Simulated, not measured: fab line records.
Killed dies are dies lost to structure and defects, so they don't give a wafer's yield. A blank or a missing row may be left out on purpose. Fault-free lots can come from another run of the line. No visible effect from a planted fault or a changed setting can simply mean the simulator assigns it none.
Chamber matching    flow berkeleyCmos170    4 sister chambers for UCB170_PWELL_ETCH_14 on rieDiel-01
The step etches Si3N4 in CH3F/Ar/O2, stops on SiO2, target depth 242 nm, time 148.2 s. 7 wafers are shown with their chamber, then 7 later ones without.

## WAFERS WITH THEIR CHAMBER
wafer   chamber  drypumpMotorCurrentA (A)  throttleValvePct (%)
L143.2  3        6.2                       7.90
L146.4  1        5.1                       8.04
L147.6  3        6.2                       7.89
L153.3  0        5.4                       8.12
L153.6  2        6.1                       8.23
L159.2  2        6.0                       8.22
L159.4  0        5.4                       8.13

## WAFERS MISSING THEIR CHAMBER
wafer   drypumpMotorCurrentA (A)  throttleValvePct (%)
L159.5  6.0                       8.22
L158.2  5.4                       8.13
L158.3  6.2                       7.91
L158.5  6.0                       8.22
L162.1  6.2                       7.91
L162.2  5.1                       8.04
L162.6  5.1                       8.03

## WHICH CHAMBER EACH WENT THROUGH
wafer   from the rows above  in truth
L159.5  2                    2
L158.2  0                    0
L158.3  3                    3
L158.5  2                    2
L162.1  3                    3
L162.2  1                    1
L162.6  1                    1
Correctly placed: 7 of 7. Number that these rows cannot place: 0. Number placed wrongly: 0.
How it was worked out, from the rows above alone: a wafer's distance from a chamber is the root of the sum, over the readings, of the square of ((its reading less the chamber's mean) divided by the reading's scatter). The wafer belongs to the nearest chamber; if the next one is less than 2 further off, it can't be placed. For every chamber, the mean is computed from those of its wafers that are shown. The scatter is the square root of a quotient: the sum, over the shown wafers, of each reading's squared deviation from its chamber's mean, divided by wafers minus chambers.
